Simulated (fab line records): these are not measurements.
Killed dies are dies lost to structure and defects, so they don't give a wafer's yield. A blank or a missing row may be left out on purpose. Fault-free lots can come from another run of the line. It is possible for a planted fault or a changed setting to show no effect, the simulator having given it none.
Problem report in the 8D (eight disciplines) form, filled by code :: flow berkeley cmos170 :: the parts of the form that need people (team, actions taken, sign-off) are left out

== 1. THE ISSUE ==
Wafers free of any fault read 6.79 nm (standard deviation 0.12) for GATE_OXIDE_THK at UCB170_GATE_THK_MEAS_02, against a mean of 5.53 nm on 12 wafers of 4 lots. That puts it -11 standard deviations away from the usual mean.
First observed at day 10 19:41: wafer L990.1, on film metro-03. Wafers with a number at this step in the record: 48, from 16 lots. By rule, "out" or "out of limits" means more than 4 standard deviations away from the usual mean. All remaining wafers that have a number are taken as sound.

== 2. WHAT IT IS AND WHAT IT IS NOT ==
question: which readings at this step
is: GATE_OXIDE_THK
is not: -

question: which lots
is: L990, L991, L992, L993
is not: L975, L976, L977, L979, L980, L982, L984, L985, L986, L987, L989, L995

question: which wafers of those lots
is: all that have a number
is not: -

question: read on which gauges
is: film metro-01, film metro-03, film metro-04
is not: -

question: when
is: from day 10 19:41
is not: up to then (33 sound wafers); but 3 sound wafers of L995 came after

== 3. SUSPECTS, AND WHAT RULES EACH OUT ==
Counting: a tool at any process step up to the reading remains a suspect when it ran all the lots that are out and ran no sound lot after the first of those.
- the gauge at UCB170_GATE_THK_MEAS_02 is ruled out. Those wafers that are out were read across 3 gauges (film metro-01, film metro-03, film metro-04).
- furnace-02 at UCB170_GATE_OXIDATION_01 (target thk 6.6 nm, ox time 1848 s): kept. It processed each lot that is out, first L990 at day 10 18:11, and no sound lot thereafter; up to then, the last sound lot it processed was L989 at day 10 11:26. Its own spike tc centre C, spike tc load C, spike tc source C readings are out on those wafers.
The count leaves furnace-02 at UCB170_GATE_OXIDATION_01.

== 4. THE CAUSE (what the simulator had put in) ==
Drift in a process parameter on furnace-02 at UCB170_GATE_OXIDATION_01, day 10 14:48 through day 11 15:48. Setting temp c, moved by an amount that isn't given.
Only this tool survived the counting.

== 5. THE CHAIN OF EFFECTS, in route order ==
Each row: a reading where the mean over the struck wafers with a number is more than 3 standard deviations away from the usual. Scope: only readings with a usual standard deviation given in the record; hours: median across lots of the time from each lot's start at the first step in this table that gives one to its start at this step; sigmas: change in usual standard deviations.
hours: 0
step: UCB170_GATE_OXIDATION_01
reading: spike tc centre C
usual: 853.0 C
on struck wafers: 837.6
change: -15.4
sigmas: -14

hours: 0
step: UCB170_GATE_OXIDATION_01
reading: spike tc load C
usual: 875.8 C
on struck wafers: 858.3
change: -17.5
sigmas: -9.2

hours: 0
step: UCB170_GATE_OXIDATION_01
reading: spike tc source C
usual: 869.5 C
on struck wafers: 853.1
change: -16.4
sigmas: -16

hours: 2
step: UCB170_GATE_THK_MEAS_02
reading: GATE_OXIDE_THK
usual: 6.79 nm
on struck wafers: 5.53
change: -1.26
sigmas: -11
Process steps it contains:
- UCB170_GATE_OXIDATION_01: target thk 6.6 nm, ox time 1848 s.

== 6. WHAT WOULD HAVE CAUGHT IT SOONER ==
In this record the first reading out of limits at a measuring or inspecting step was taken at day 10 19:41, 5 hours after the fault began at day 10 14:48.
At UCB170_GATE_OXIDATION_01, the tool's own readings (spike tc centre C, spike tc load C, spike tc source C) were out on each struck wafer the step has a row for, so an alarm limit on them would have fired on the first such wafer.
Each of the lots that are out, 4 in all, had begun UCB170_GATE_OXIDATION_01 on furnace-02 no later than day 10 19:41. None of them would have been spared by holding the tool at that moment.
